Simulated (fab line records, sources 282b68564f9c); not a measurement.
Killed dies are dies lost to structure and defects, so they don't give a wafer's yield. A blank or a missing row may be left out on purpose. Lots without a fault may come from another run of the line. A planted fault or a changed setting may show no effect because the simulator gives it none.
fab line records | flow rit_cmos
record lots=6 wafers=18 last_day=8
route steps=202 shown PSD@150 SDANNEAL@153 NSD@158 PLDD@159 NLDD@160 SILICIDE@161 M1@202
lots that met no fault: from a run of the same line without faults
start_h: hours from the record's first day to the start of the lot's first wafer shown | wait_h: hours since the lot's step before | " the same as in the row above | L1.1+2: a row that stands for several wafers | - no value, or no start given | * or withheld: withheld | < > ~ a bound
route shown NAME@n: a module of which the file shows steps, and the number in the route of the first | usual: mean/standard deviation of fault-free wafers | same: alike in all rows | chamber/n: place in a boat | sites: the reading at each site | _std_site: their standard deviation | _edge_site: outer sites' mean less inner sites' | radius_mm: how far each site lies from the wafer's centre | mask NAME#n: copy n | behind: the tool/chamber that last shaped the wafer | hold: why the lot was held/for how many hours/how that ended | device: the transistor (n, p or np) that didn't switch | end of line: the same wafers' tests at the end of the route | a step without rows: its recipe alone | killed: dies lost to structure and defects at the first sort, not the wafer's yield | map: a wafer's dies, x killed, . not, _ none there
set.NAME: the setting as run; set.NAME@STEP: as run at that earlier step | model.NAME: the simulator's own value behind a step, which no gauge read
lots at some steps of the route; a table a step, a row a wafer
services: from which hour (start_h, from the record's first day; less than 0 if before it) a tool's chamber was out of use, for how many hours, and why
## steps
# step RIT_PSD_IMPLANT_08
# recipe species=BF2 energy_kev=27 dose_cm2=5e+15 tilt_deg=7
# step RIT_PSD_STRIP_09
# recipe chemistry=O2 time_s=180 resist=NOVOLAK platen_temp_c=withheld power_w=500 pressure_mtorr=4000 o2_flow_sccm=4000
# usual chamber_pressure_mTorr=4000/3.2 drypump_motor_current_A=5.6/0.52
# columns lot.wafer tool chamber start_h wait_h chamber_pressure_mTorr drypump_motor_current_A rf_hours_counter_h
L873.1 plasma_asher-03 1 63.59 0.1 3999 5.2 42
L873.2 " 0 " " 4007 6.0 42
L873.3 " 0 " " 4000 6.0 -
L878.2 plasma_asher-02 0 90.99 0.1 3997 6.5 47
L878.5 " 1 " " 4000 5.1 -
L878.6 " 0 " " 4002 6.5 -
L879.1 plasma_asher-03 0 97.55 0.1 3995 6.0 45
L879.2 " 1 " " 4001 5.2 45
L879.3 " 0 " " 4003 6.0 -
L881.1 plasma_asher-04 1 103.45 0.1 4001 5.1 48
L881.3 " 1 " " 4003 5.1 -
L881.6 " 1 " " 4002 5.1 -
L888.2 plasma_asher-02 0 137.70 0.1 3996 6.5 52
L888.5 " 1 " " 4001 5.1 -
L888.6 " 0 " " 4002 6.5 -
L894.4 plasma_asher-03 1 179.29 0.1 4001 5.2 -
L894.5 " 0 " " 3999 6.0 -
L894.6 " 1 " " 4002 5.2 -
# step RIT_PSD_TW_MEAS_10
# usual PSD_TW=3438/25
# columns lot.wafer tool chamber start_h wait_h PSD_TW
L873.1 film_metro-04 - 63.77 0.1 3456
L873.2 " - " " 3488
L873.3 " - " " 3470
L878.2 film_metro-03 - 91.17 0.1 3405
L878.5 " - " " 3415
L878.6 " - " " 3419
L879.1 film_metro-03 - 97.72 0.1 3412
L879.2 " - " " 3421
L879.3 " - " " 3405
L881.1 film_metro-01 - 103.62 0.1 3438
L881.3 " - " " 3452
L881.6 " - " " 3440
L888.2 film_metro-04 - 137.88 0.1 3462
L888.5 " - " " 3448
L888.6 " - " " 3475
L894.4 film_metro-01 - 179.44 0.1 3417
L894.5 " - " " 3404
L894.6 " - " " 3428
# step RIT_SDANNEAL_CLEAN_00
# recipe chemistry=SC1 mix=3:3:50 time_s=600 temp_c=75
# step RIT_SDANNEAL_CLEAN_01
# recipe chemistry=dHF dilution=50:1 time_s=30
# step RIT_SDANNEAL_CLEAN_02
# recipe chemistry=SC2 mix=3:3:50 time_s=600 temp_c=75 dry=n2_spin
# step RIT_SDANNEAL_RTA_03
# recipe temp_c=1050 time_s=5 idle_temp_c=600 ramp_up_c_per_s=342 ramp_down_c_per_s=171 cool_to_c=600 ambient=N2
# usual chamber_o2_ppm=1.997/0.022 wafer_temp_C_max=1053.5/1.1
# columns lot.wafer tool chamber start_h wait_h chamber_o2_ppm wafer_temp_C_max
L873.1 rtp_anneal-01 0 64.19 0.0 2.023 1052.5
L873.2 " 0 " " 1.979 1054.7
L873.3 " 0 " " 2.006 1054.4
L878.2 rtp_anneal-02 0 91.62 0.0 2.029 1054.5
L878.5 " 0 " " 2.043 1052.6
L878.6 " 0 " " 1.984 1052.3
L879.1 rtp_anneal-01 0 98.15 0.0 1.959 1054.2
L879.2 " 0 " " 1.949 1053.8
L879.3 " 0 " " 1.968 1054.8
L881.1 rtp_anneal-01 0 104.05 0.0 1.983 1053.4
L881.3 " 0 " " 1.978 1053.6
L881.6 " 0 " " 2.014 1052.3
L888.2 rtp_anneal-02 0 138.31 0.0 1.998 1053.7
L888.5 " 0 " " 1.972 1053.2
L888.6 " 0 " " 2.006 1052.6
L894.4 rtp_anneal-02 0 179.87 0.0 1.980 1054.6
L894.5 " 0 " " 1.989 1054.0
L894.6 " 0 " " 1.978 1055.3
# step RIT_SDANNEAL_RS_MEAS_04
# recipe thk_meas_gauge=four-point-probe
# usual PSD_RS=115.9/0.3
# columns lot.wafer tool chamber start_h wait_h PSD_RS[ohm/sq]
L873.1 film_metro-01 - 64.25 0.0 115.6
L873.2 " - " " 116.0
L873.3 " - " " 115.9
L878.2 film_metro-04 - 91.69 0.1 115.8
L878.5 " - " " 115.8
L878.6 " - " " 115.5
L879.1 film_metro-04 - 98.21 0.0 116.0
L879.2 " - " " 115.8
L879.3 " - " " 115.5
L881.1 film_metro-03 - 104.11 0.0 115.4
L881.3 " - " " 115.2
L881.6 " - " " 115.4
L888.2 film_metro-01 - 138.38 0.1 115.7
L888.5 " - " " 116.0
L888.6 " - " " 116.1
L894.4 film_metro-01 - 179.96 0.1 115.9
L894.5 " - " " 115.8
L894.6 " - " " 116.2
# step RIT_SDANNEAL_RS_MEAS_05
# recipe thk_meas_gauge=four-point-probe
# usual NSD_RS=84.51/0.23
# columns lot.wafer tool chamber start_h wait_h NSD_RS[ohm/sq]
L873.1 film_metro-01 - 64.37 0.1 84.10
L873.2 " - " " 84.66
L873.3 " - " " 84.52
L878.2 film_metro-04 - 91.81 0.1 84.55
L878.5 " - " " 84.26
L878.6 " - " " 84.13
L879.1 film_metro-04 - 98.33 0.1 84.23
L879.2 " - " " 84.15
L879.3 " - " " 84.08
L881.1 film_metro-03 - 104.23 0.1 84.15
L881.3 " - " " 84.03
L881.6 " - " " 83.87
L888.2 film_metro-01 - 138.50 0.1 84.67
L888.5 " - " " 84.50
L888.6 " - " " 84.61
L894.4 film_metro-01 - 180.08 0.1 84.95
L894.5 " - " " 84.72
L894.6 " - " " 84.89
# step RIT_SDANNEAL_RS_MEAS_06
# recipe thk_meas_gauge=four-point-probe
# usual PLDD_RS=178.6/0.51
# columns lot.wafer tool chamber start_h wait_h PLDD_RS[ohm/sq]
L873.1 film_metro-01 - 64.49 0.1 178.4
L873.2 " - " " 178.9
L873.3 " - " " 178.7
L878.2 film_metro-04 - 91.93 0.1 178.9
L878.5 " - " " 179.0
L878.6 " - " " 179.1
L879.1 film_metro-04 - 98.45 0.1 178.9
L879.2 " - " " 178.5
L879.3 " - " " 178.0
L881.1 film_metro-03 - 104.35 0.1 178.4
L881.3 " - " " 178.7
L881.6 " - " " 177.9
L888.2 film_metro-01 - 138.62 0.1 178.8
L888.5 " - " " 178.7
L888.6 " - " " 178.4
L894.4 film_metro-01 - 180.20 0.1 178.6
L894.5 " - " " 178.7
L894.6 " - " " 178.5
# step RIT_SDANNEAL_RS_MEAS_07
# recipe thk_meas_gauge=four-point-probe
# usual NLDD_RS=151.6/0.5
# columns lot.wafer tool chamber start_h wait_h NLDD_RS[ohm/sq]
L873.1 film_metro-01 - 64.61 0.1 151.0
L873.2 " - " " 151.2
L873.3 " - " " 151.2
L878.2 film_metro-04 - 92.05 0.1 151.1
L878.5 " - " " 151.5
L878.6 " - " " 151.2
L879.1 film_metro-04 - 98.57 0.1 151.8
L879.2 " - " " 151.7
L879.3 " - " " 151.9
L881.1 film_metro-03 - 104.47 0.1 151.8
L881.3 " - " " 151.4
L881.6 " - " " 151.6
L888.2 film_metro-01 - 138.74 0.1 152.1
L888.5 " - " " 152.4
L888.6 " - " " 152.0
L894.4 film_metro-01 - 180.32 0.1 152.0
L894.5 " - " " 152.8
L894.6 " - " " 152.7
# step RIT_SILICIDE_WET_ETCH_00
# recipe chemistry=BOE target=SiO2 target_depth_nm=14 time_s=15 dry=n2_spin dilution=10:1 temp_c=21.5
# step RIT_SILICIDE_SPUTTER_01
# recipe material=Ti target_thk_nm=30 power_w=350 chamber_pressure_pa=0.667 gas=Ar time_s=240 substrate_temp_c=25
# usual substrate_temp_c=25.01/0.09 throttle_valve_pct=30.0/0.62
# columns lot.wafer tool chamber start_h wait_h substrate_temp_c throttle_valve_pct model.Ti_of_SILICIDE_SPUTTER_01.thk_nm
L873.1 pvd_sputter-01 - 64.74 0.0 25.17 29.8 30.31
L873.2 " - " " 25.03 29.9 29.91
L873.3 " - " " 25.03 29.2 30.23
L878.2 pvd_sputter-04 - 92.16 0.0 25.03 29.6 29.91
L878.5 " - " " 24.91 31.1 30.05
L878.6 " - " " 24.70 30.6 29.93
L879.1 pvd_sputter-01 - 98.70 0.0 24.95 29.2 31.26
L879.2 " - " " 25.00 30.4 29.77
L879.3 " - " " 24.98 30.1 29.63
L881.1 pvd_sputter-01 - 104.60 0.0 24.98 29.4 31.44
L881.3 " - " " 25.04 30.5 30.15
L881.6 " - " " 24.93 29.4 31.63
L888.2 pvd_sputter-04 - 138.85 0.0 24.99 30.9 30.03
L888.5 " - " " 24.97 29.7 30.07
L888.6 " - " " 24.96 30.7 29.87
L894.4 pvd_sputter-01 - 180.39 0.0 24.86 29.6 29.97
L894.5 " - " " 25.10 30.0 30.38
L894.6 " - " " 25.18 30.4 29.9
# step RIT_SILICIDE_RS_MEAS_02
# recipe thk_meas_gauge=four-point-probe reads=Ti_of_SILICIDE_SPUTTER_01
# usual SILICIDE_TI_RS=47.8/0.48
# columns lot.wafer tool chamber start_h wait_h SILICIDE_TI_RS[ohm/sq]
L873.1 film_metro-02 - 64.89 0.1 47.2
L873.2 " - " " 48.1
L873.3 " - " " 47.4
L878.2 film_metro-03 - 92.33 0.1 48.1
L878.5 " - " " 47.8
L878.6 " - " " 48.0
L879.1 film_metro-03 - 98.85 0.1 45.5
L879.2 " - " " 48.3
L879.3 " - " " 48.8
L881.1 film_metro-01 - 104.75 0.1 45.1
L881.3 " - " " 47.5
L881.6 " - " " 44.8
L888.2 film_metro-03 - 139.02 0.1 47.8
L888.5 " - " " 47.7
L888.6 " - " " 48.1
L894.4 film_metro-02 - 180.60 0.1 47.9
L894.5 " - " " 47.2
L894.6 " - " " 48.1
# step RIT_SILICIDE_THK_MEAS_03
# recipe thk_meas_gauge=xrf reads=Ti_of_SILICIDE_SPUTTER_01
# usual SILICIDE_TI_THK=30.27/0.29
# columns lot.wafer tool chamber start_h wait_h SILICIDE_TI_THK[nm]
L873.1 film_metro-02 - 65.01 0.1 30.59
L873.2 " - " " 30.24
L873.3 " - " " 30.58
L878.2 film_metro-03 - 92.44 0.1 30.33
L878.5 " - " " 30.38
L878.6 " - " " 30.21
L879.1 film_metro-03 - 98.97 0.1 31.72
L879.2 " - " " 30.03
L879.3 " - " " 29.96
L881.1 film_metro-01 - 104.87 0.1 31.41
L881.3 " - " " 30.03
L881.6 " - " " 31.47
L888.2 film_metro-03 - 139.13 0.1 30.34
L888.5 " - " " 30.42
L888.6 " - " " 30.18
L894.4 film_metro-02 - 180.69 0.1 30.13
L894.5 " - " " 30.52
L894.6 " - " " 30.08
# step RIT_SILICIDE_RTA_04
# recipe temp_c=650 time_s=10 idle_temp_c=25 ramp_up_s=5 ramp_down_s=5 cool_to_c=25 ambient=N2
# usual chamber_o2_ppm=2.002/0.021 wafer_temp_C_max=651.8/0.54
# columns lot.wafer tool chamber start_h wait_h chamber_o2_ppm wafer_temp_C_max
L873.1 rtp_anneal-02 0 65.07 0.1 2.006 651.0
L873.2 " 0 " " 2.016 651.9
L873.3 " 0 " " 2.005 652.1
L878.2 rtp_anneal-01 0 92.50 0.1 2.007 650.9
L878.5 " 0 " " 1.972 651.1
L878.6 " 0 " " 2.014 650.7
L879.1 rtp_anneal-02 0 99.03 0.1 2.005 652.1
L879.2 " 0 " " 2.034 651.9
L879.3 " 0 " " 2.025 652.4
L881.1 rtp_anneal-02 0 104.93 0.1 2.026 652.1
L881.3 " 0 " " 2.016 652.9
L881.6 " 0 " " 2.029 653.1
L888.2 rtp_anneal-01 0 139.19 0.1 1.991 652.6
L888.5 " 0 " " 2.015 652.0
L888.6 " 0 " " 1.986 651.7
L894.4 rtp_anneal-01 0 180.75 0.1 2.022 650.8
L894.5 " 0 " " 2.021 651.1
L894.6 " 0 " " 1.999 651.8
# step RIT_M1_PROBE_99
# usual killed_at_contacts=0.1/0.23 killed_at_front_end=7/3 killed_dies=7/3 killed_on_rim=1.8/1.5 killed_open=3.3/1.8 killed_short=3.3/2.2
# same gross_dies=264 killed_at_M0_to_M3=0 killed_at_M4_up=0 killed_at_back_side=0 killed_at_other=0
# columns lot.wafer tool chamber start_h wait_h killed_at_contacts killed_at_front_end killed_dies killed_on_rim killed_open killed_short model.etest.contact_nplus.end_ohm_um model.etest.contact_pplus.end_ohm_um model.etest.npoly_line.rs_ohm_sq model.etest.ppoly_line.rs_ohm_sq model.etest.npoly_sal.rs_ohm_sq model.etest.ppoly_sal.rs_ohm_sq model.etest.pplus_sal.rs_ohm_sq model.etest.nplus_sal.rs_ohm_sq
L873.1 prober-01 - 71.61 0.1 0 7 7 2 1 6 41.88 43.83 16.85 16.3 4.316 4.279 4.287 4.236
L873.2 prober-01 - 71.66 0.1 0 2 2 1 0 2 41.24 43.69 16.95 16.53 4.384 4.36 4.34 4.336
L873.3 prober-01 - 71.71 0.2 0 3 3 0 0 3 40.66 43.32 16.86 16.1 4.299 4.262 4.281 4.261
L878.2 prober-02 - 100.82 0.1 0 4 4 0 2 2 41.81 44.42 17.05 16.59 4.37 4.323 4.324 4.31
L878.5 prober-02 - 100.97 0.2 0 4 4 0 3 1 40.73 45.33 16.89 16.45 4.304 4.308 4.271 4.293
L878.6 prober-02 - 101.02 0.2 0 3 3 0 2 1 41.55 45.53 17.1 16.46 4.385 4.328 4.332 4.323
L879.1 prober-02 - 105.89 0.1 0 6 6 1 2 4 45.51 45.86 16.5 15.96 4.153 4.138 4.139 4.163
L879.2 prober-02 - 105.94 0.1 0 6 6 1 4 2 42.62 42.71 17.04 16.48 4.441 4.339 4.335 4.31
L879.3 prober-02 - 105.99 0.2 0 7 7 1 2 5 42.91 42.48 16.98 16.53 4.415 4.363 4.363 4.419
L881.1 prober-02 - 111.39 0.1 0 2 2 0 1 1 43.25 44.61 16.31 15.95 4.169 4.129 4.152 4.122
L881.3 prober-02 - 111.49 0.2 0 8 8 5 5 3 41.62 45.17 16.96 16.4 4.32 4.272 4.285 4.234
L881.6 prober-02 - 111.64 0.2 0 5 5 2 1 4 44.21 45.45 16.36 15.86 4.147 4.137 4.127 4.089
L888.2 prober-01 - 145.79 0.1 0 2 2 0 1 1 40.37 43.32 17.06 16.45 4.372 4.321 4.302 4.297
L888.5 prober-01 - 145.94 0.2 0 2 2 1 2 0 40.63 44.57 17.14 16.45 4.361 4.349 4.339 4.28
L888.6 prober-01 - 145.99 0.2 1 9 10 2 6 4 39.19 45.19 17.11 16.52 4.371 4.313 4.325 4.273
L894.4 prober-02 - 187.55 0.2 1 2 3 2 2 1 41.92 45.51 17.02 16.56 4.357 4.305 4.321 4.306
L894.5 prober-02 - 187.60 0.2 0 6 6 3 4 2 41.89 47.76 16.91 16.47 4.292 4.269 4.263 4.233
L894.6 prober-02 - 187.65 0.2 0 7 7 4 4 3 41.95 45.78 17.1 16.49 4.29 4.263 4.272 4.222
# killed by level:class
L873.1 SILICIDE:geometric_particle:short=5 GATE:geometric_particle:open=1 GATE:geometric_particle:short=1
L873.2 GATE:geometric_particle:short=1 SPACER:geometric_particle:short=1
L873.3 SPACER:geometric_particle:short=2 FOX1:geometric_particle:short=1
L878.2 GATE:geometric_particle:open=2 GATE:geometric_particle:short=2
L878.5 GATE:geometric_particle:open=2 FOX1:geometric_particle:open=1 GATE:geometric_particle:short=1
L878.6 FOX1:geometric_particle:open=1 SPACER:geometric_particle:open=1 SILICIDE:geometric_particle:short=1
L879.1 GATE:geometric_particle:short=2 GATE:geometric_particle:open=2 REOX:geometric_particle:short=1 SILICIDE:geometric_particle:short=1
L879.2 GATE:geometric_particle:short=2 FOX1:geometric_particle:open=1 FOX2:geometric_particle:open=1 GATE:geometric_particle:open=1 SPACER:geometric_particle:open=1
L879.3 GATE:geometric_particle:short=4 GATE:geometric_particle:open=2 FOX2:geometric_particle:short=1
L881.1 FOX2:geometric_particle:short=1 REOX:geometric_particle:open=1
L881.3 FOX1:geometric_particle:short=2 GATE:geometric_particle:open=2 FOX1:geometric_particle:open=1 GATE:geometric_particle:short=1 SPACER:geometric_particle:open=1 SILICIDE:geometric_particle:open=1
L881.6 GATE:geometric_particle:short=4 SPACER:geometric_particle:open=1
L888.2 FOX1:geometric_particle:short=1 GATE:geometric_particle:open=1
L888.5 FOX1:geometric_particle:open=1 GATE:geometric_particle:open=1
L888.6 FOX1:geometric_particle:short=2 GATE:geometric_particle:open=2 SILICIDE:geometric_particle:open=2 FOX2:geometric_particle:open=1 GATE:geometric_particle:short=1 SILICIDE:geometric_particle:short=1 CONTACT:geometric_particle:open=1
L894.4 GATE:geometric_particle:open=2 CONTACT:geometric_particle:short=1
L894.5 FOX2:geometric_particle:short=2 GATE:geometric_particle:open=2 FOX1:geometric_particle:open=1 REOX:geometric_particle:open=1
L894.6 FOX1:geometric_particle:open=2 GATE:geometric_particle:short=2 GATE:geometric_particle:open=1 REOX:geometric_particle:open=1 SILICIDE:geometric_particle:short=1
## services
# columns tool chamber start_h hours kind
plasma_asher-04 - 108.75 9.0 pm
plasma_asher-04 0 108.75 9.0 vent_cycle
plasma_asher-04 1 108.75 9.0 vent_cycle
plasma_asher-04 0 117.75 - clean
plasma_asher-04 1 117.75 - clean
pvd_sputter-04 - 151.10 10.1 repair
## key
first_sign step=RIT_SILICIDE_RS_MEAS_02 reading=SILICIDE_TI_RS direction=down sigmas=5.5 usual=47.8 struck=45.1
effect step=RIT_SILICIDE_THK_MEAS_03 reading=SILICIDE_TI_THK direction=up sigmas=4.3 usual=30.27 struck=31.53
model_effect step=RIT_SILICIDE_SPUTTER_01 value=Ti_of_SILICIDE_SPUTTER_01.thk_nm without=29.96 struck=31.44
model_effect step=RIT_M1_PROBE_99 value=etest.contact_nplus.end_ohm_um without=42.24 struck=44.32
met_at RIT_SILICIDE_SPUTTER_01
struck_wafers L879.1,L881.1,L881.6
tester_left_out L879,L881
onset_between 64.74 98.70
fault kind=process_parameter_drift tool=pvd_sputter-01 chamber=- onset_h=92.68 steps=RIT_SILICIDE_SPUTTER_01 channel=target_thk_nm offset=1.4878 shape=step end_h=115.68 stated=30 scope=struck_wafers_only
# tester_left_out: of these lots the tester's yield and bins aren't shown, on N5 and GAA mostly nor the transistor test; their killed dies are dies lost to structure and defects alone, not to doping, threshold or leakage, so they don't give the yield
